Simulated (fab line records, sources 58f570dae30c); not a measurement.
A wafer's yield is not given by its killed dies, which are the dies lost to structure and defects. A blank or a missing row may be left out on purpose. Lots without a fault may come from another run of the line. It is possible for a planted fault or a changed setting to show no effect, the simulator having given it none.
Chamber matching + flow berkeley-cmos170 + 4 sister chambers for UCB170_SPACER_ETCHBACK_03 on rie-diel-03
The step etches SiO2 in CHF3/CF4/Ar, stops on Si, target depth 376 nm, time 100 s. 8 wafers are shown with their chamber, then 7 later ones without.

## WAFERS PAIRED WITH THEIR CHAMBERS
| wafer  | chamber | throttle-valve-pct (%) | drypump-motor-current-A (A) |
|--------|---------|------------------------|-----------------------------|
| L854.4 | 1       | 6.57                   | 5.9                         |
| L855.2 | 0       | 6.33                   | 6.2                         |
| L855.4 | 1       | 6.59                   | 5.9                         |
| L868.4 | 2       | 6.35                   | 6.1                         |
| L868.5 | 3       | 6.36                   | 5.9                         |
| L868.6 | 2       | 6.36                   | 6.1                         |
| L871.1 | 3       | 6.37                   | 6.0                         |
| L871.4 | 0       | 6.34                   | 6.3                         |

## WAFERS MISSING THEIR CHAMBER
| wafer  | throttle-valve-pct (%) | drypump-motor-current-A (A) |
|--------|------------------------|-----------------------------|
| L871.6 | 6.58                   | 5.9                         |
| L872.1 | 6.36                   | 6.1                         |
| L872.4 | 6.36                   | 6.1                         |
| L872.5 | 6.36                   | 5.9                         |
| L873.2 | 6.57                   | 5.9                         |
| L873.5 | 6.36                   | 6.1                         |
| L873.6 | 6.37                   | 6.0                         |

## WHICH CHAMBER EACH ONE RAN IN
| wafer  | from the rows above     | in truth |
|--------|-------------------------|----------|
| L871.6 | 1                       | 1        |
| L872.1 | 2                       | 2        |
| L872.4 | 2                       | 2        |
| L872.5 | 3                       | 3        |
| L873.2 | 1                       | 1        |
| L873.5 | 2                       | 2        |
| L873.6 | can't be placed: 3 or 2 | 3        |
Correctly placed: 6 of 7. Cannot be placed on the basis of these rows: 1; the candidates contain the true chamber in 1. Placed wrongly: 0.
How it was worked out, from the rows above alone: a wafer's distance from a chamber is the root of the sum, over the readings, of the square of ((its reading less the chamber's mean) divided by the reading's scatter). If the next closest chamber is less than 2 further off than the closest, the wafer can't be placed; otherwise it belongs to the closest. Each chamber's mean is taken over the wafers shown for it. The scatter: take each reading less its chamber's mean, square it, sum over the shown wafers, divide by the number of wafers less the number of chambers, and take the root.
